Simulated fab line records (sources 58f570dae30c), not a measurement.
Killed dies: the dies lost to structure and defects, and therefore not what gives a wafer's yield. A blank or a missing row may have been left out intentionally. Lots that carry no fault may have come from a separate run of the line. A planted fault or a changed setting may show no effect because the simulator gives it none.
The tool behind it: which one? -- flow berkeley_cmos170 -- 13 lots with 39 wafers sampled at 5 steps, on a route of 331 steps

== WHAT THE GAUGES READ, wafer by wafer ==
UCB170_SPACER_THK_MEAS_01.
lot,measured,on,SPACER_TEOS_THK (nm)
L547,day 6 06:29,film_metro-04,374 372 383
L548,day 6 17:23,film_metro-04,383 386 389
L551,day 7 00:08,film_metro-04,373 375 377
L550,day 7 01:08,film_metro-02,375 379 381
L552,day 7 13:38,film_metro-01,373 373 379
L556,day 8 02:03,film_metro-04,379 385 380
L555,day 8 02:47,film_metro-02,380 387 385
L554,day 8 03:15,film_metro-04,372 381 375
L557,day 8 16:52,film_metro-01,374 378 379
L560,day 8 16:53,film_metro-02,376 381 384
L561,day 9 03:45,film_metro-01,380 389 383
L567,day 10 15:50,film_metro-04,372 386 381
L570,day 11 00:07,film_metro-04,371 375 379

UCB170_V1_BOW_MEAS_03.
lot,measured,on,V1_BOW (um)
L547,day 7 05:10,film_metro-02,18 17 4
L548,day 7 15:37,film_metro-02,25 21 7
L551,day 8 01:44,film_metro-01,17 21 19
L550,day 8 01:47,film_metro-02,26 20 24
L552,day 8 12:07,film_metro-02,16 15 17
L556,day 9 01:07,film_metro-02,17 7 13
L555,day 9 00:50,film_metro-04,14 12 22
L554,day 9 00:50,film_metro-01,15 18 11
L557,day 9 17:16,film_metro-01,17 13 3
L560,day 9 17:35,film_metro-01,22 24 27
L561,day 10 03:27,film_metro-02,13 21 16 - - -
L567,day 11 12:50,film_metro-02,20 9 23
L570,day 12 04:13,film_metro-01,37 21 11

UCB170_V1_THK_MEAS_04.
lot,measured,on,V1_POLISHED_THK (nm)
L547,day 7 05:17,film_metro-02,1000.1 1001.5 999.1
L548,day 7 15:44,film_metro-02,999.6 999.3 1000.2
L551,day 8 01:52,film_metro-01,1000.2 1000.2 998.3
L550,day 8 01:53,film_metro-02,997.5 999.1 999.8
L552,day 8 12:14,film_metro-02,1000.7 999.6 1000.2
L556,day 9 01:14,film_metro-02,1000.0 1001.1 1001.4
L555,day 9 00:56,film_metro-04,999.8 1000.9 999.5
L554,day 9 00:56,film_metro-01,1000.8 1002.4 1001.4
L557,day 9 17:23,film_metro-01,999.2 999.1 999.2
L560,day 9 17:41,film_metro-01,1000.3 1001.6 999.6
L561,day 10 05:52,film_metro-02,999.9 1347.2 1001.0 1000.4 1345.9 999.8
L567,day 11 12:56,film_metro-02,1001.1 1000.8 999.2
L570,day 12 04:19,film_metro-01,999.7 1000.1 999.2

UCB170_V1_OVL_MEAS_13.
lot,measured,on,V1_OVL (nm)
L547,day 7 06:57,overlay-01,-7 9 1
L548,day 7 18:29,overlay-01,-1 -6 7
L551,day 8 03:30,overlay-02,-1 1 11
L550,day 8 03:16,overlay-01,-11 -7 1
L552,day 8 13:47,overlay-01,-3 3 4
L556,day 9 03:35,overlay-02,8 -2 -2
L555,day 9 03:28,overlay-02,0 -1 3
L554,day 9 03:28,overlay-01,3 8 6
L557,day 9 19:28,overlay-02,0 0 -4
L560,day 9 20:06,overlay-01,3 7 1
L561,day 10 16:23,overlay-01,-6 1 -17
L567,day 11 14:44,overlay-01,2 2 1
L570,day 12 06:31,overlay-02,12 1 1

== WHAT TOOL EACH LOT RAN ON (gives the tool, then ch and the chambers of the sampled wafers, and finally the start) ==
lot,UCB170_V1_CMP_02
L547,"cmp-01 ch 0,1,3, day 7 04:57"
L548,"cmp-02 ch 0,2,3, day 7 15:28"
L551,"cmp-01 ch 1,2,3, day 8 01:32"
L550,"cmp-02 ch 1,2,3, day 8 01:32"
L552,"cmp-02 ch 0,2,3, day 8 11:47"
L556,"cmp-01 ch 1,3, day 9 00:49"
L555,"cmp-02 ch 1,3, day 9 00:31"
L554,"cmp-01 ch 0,1,2, day 9 00:34"
L557,"cmp-02 ch 0,2,3, day 9 17:04"
L560,"cmp-02 ch 1,2, day 9 17:16"
L561,"cmp-01 ch 0,2,3, day 10 03:18"
L567,"cmp-02 ch 2,3, day 11 12:31"
L570,"cmp-02 ch 0,2,3, day 12 04:01"
- UCB170_V1_CMP_02: polishes SiO2.

== WHAT THE TOOLS THEMSELVES READ (means of the sampled wafers that have a number; where no wafer has one, the mark that the record gives instead) ==
UCB170_V1_CMP_02.
lot,tool,motor_current_A (A),slurry_flow_ml_min
L547,cmp-01,13.4,149.7
L548,cmp-02,16.0,150.1
L551,cmp-01,13.9,150.4
L550,cmp-02,17.1,149.8
L552,cmp-02,16.2,149.6
L556,cmp-01,13.2,150.0
L555,cmp-02,19.2,150.0
L554,cmp-01,14.5,150.5
L557,cmp-02,16.3,150.0
L560,cmp-02,15.0,150.0
L561,cmp-01,14.4,149.8
L567,cmp-02,18.2,149.9
L570,cmp-02,16.7,150.6

== THE ANSWER, worked out from the rows above alone ==
Rule: the usual values come from the lots themselves. Put in order of their means at a reading, lots are off if they are a third of the lots or fewer, leave a main group of 4 or more, and stand apart from it by a gap of 3 or more times the standard deviation of the main group's means; of several such gaps the widest counts. A main group whose means are all the same, to the digits that the tables above print for the reading, isn't used. Also off: a lot with no number at a reading for which 4 or more lots have one. The other lots that the step has rows for count as sound. The gauges are gone through in route order, then the tools' own readings, and for those a lot's mean is taken as printed above. The first step at which some lot is off is used, and at that step the reading that is off furthest; a lot without a number counts as furthest.
Off: at UCB170_V1_THK_MEAS_04 (V1_POLISHED_THK), L561. Mean 1000.1 nm and standard deviation 0.71 in the main group.
A tool fits if, at a process step before that reading, it ran every lot that is off, and no sound lot after the first of them. Gauges at UCB170_V1_THK_MEAS_04: tried the same way as those tools. One fits: UCB170_V1_CMP_02 on cmp-01. Its last sound lot is L556 (day 9 00:49), its first lot that is off L561 (day 10 03:18): a fault that began between those two fits.

== WHAT THE SIMULATOR PUT IN ==
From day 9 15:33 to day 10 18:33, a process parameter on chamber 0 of cmp-01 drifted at UCB170_V1_CMP_02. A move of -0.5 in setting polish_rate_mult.
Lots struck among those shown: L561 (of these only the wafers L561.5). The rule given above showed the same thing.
